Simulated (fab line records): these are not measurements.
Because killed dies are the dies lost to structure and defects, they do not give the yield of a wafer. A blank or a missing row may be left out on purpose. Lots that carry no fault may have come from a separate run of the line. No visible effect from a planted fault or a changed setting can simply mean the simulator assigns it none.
Code-filled problem report in 8D (eight disciplines) form | flow berkeleyCmos170 | the parts of the form that need people (team, actions taken, sign-off) are left out

## 1. PROBLEM STATEMENT
Wafers free of any fault read 1000.0 nm (standard deviation 1.1) for V1_POLISHED_THK at UCB170_V1_THK_MEAS_04, against a mean of 925.3 nm on 3 wafers of 3 lots. Relative to the usual mean, that is a shift of -68 standard deviations.
First seen on wafer L399.5, day 8 11:00, on filmMetro-02. The record holds 45 wafers of 15 lots with a number at this step. Rule for "out" (also "out of limits"): further than 4 standard deviations from the usual mean. The other wafers with a number count as sound.

## 2. WHAT THIS IS AND IS NOT
question                    | is                         | is not
which readings at this step | V1_POLISHED_THK            | -
which lots                  | L399, L400, L401           | L393, L394, L395, L396, L397, L398, L405, L406, L407, L409, L410, L416
which wafers of those lots  | L399.5, L400.3, L401.5     | L399.3, L399.6, L400.1, L400.4, L401.2, L401.4
read on which gauges        | filmMetro-02, filmMetro-03 | filmMetro-04
when                        | from day 8 11:00           | up to then (20 sound wafers); but 22 sound wafers of L400, L401, L405, L406, L407, L409, L410, L416 came after

## 3. SUSPECTS, AND WHAT RULES EACH OUT
Counting: any tool at a process step up to the reading remains a suspect provided it ran every lot that is out. Sound lots after the first of them don't rule it out here, since some wafers of a struck lot are sound.
- the gauge at UCB170_V1_THK_MEAS_04 has been ruled out. The wafers that are out were read on 2 gauges (filmMetro-02, filmMetro-03).
- cmp-01 at UCB170_V1_CMP_02 (polishes SiO2): kept. Every lot that is out went through it, the first being L399 (day 8 10:43); the last sound lot it ran before that was L398 (day 8 03:53).
- Within cmp-01 at UCB170_V1_CMP_02: the wafers that are out ran in chamber 1; their sound lot-mates ran in chambers 0, 2, 3.
Left after counting: cmp-01 at UCB170_V1_CMP_02.

## 4. THE CAUSE (what the simulator had put in)
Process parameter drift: cmp-01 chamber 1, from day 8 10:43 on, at UCB170_V1_CMP_02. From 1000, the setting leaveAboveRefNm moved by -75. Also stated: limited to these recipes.
The count eliminated every tool but this one.

## 5. THE EFFECT CHAIN, in route order
Each row: a reading where the mean over the struck wafers with a number is more than 3 standard deviations away from the usual. Scope: only readings with a usual standard deviation given in the record; hours: median across lots of the time from each lot's start at the first step in this table that gives one to its start at this step; sigmas: change in usual standard deviations.
hours | step                  | reading         | usual     | on struck wafers | change | sigmas
0     | UCB170_V1_THK_MEAS_04 | V1_POLISHED_THK | 1000.0 nm | 925.3            | -74.7  | -68

## 6. HOW IT WOULD HAVE BEEN CAUGHT EARLIER
0 hours passed between the start of the fault at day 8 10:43 and the first reading out of limits at a measuring or inspecting step in this record, taken at day 8 11:00.
Tool readings at UCB170_V1_CMP_02 with a usual standard deviation given in the record: none out on any struck wafer, hence no alarm at a limit of 4 standard deviations on them.
Lots out: 3; of these, L401 started UCB170_V1_CMP_02 on cmp-01 after day 8 11:00. Had the tool been put on hold then, it would have been spared.
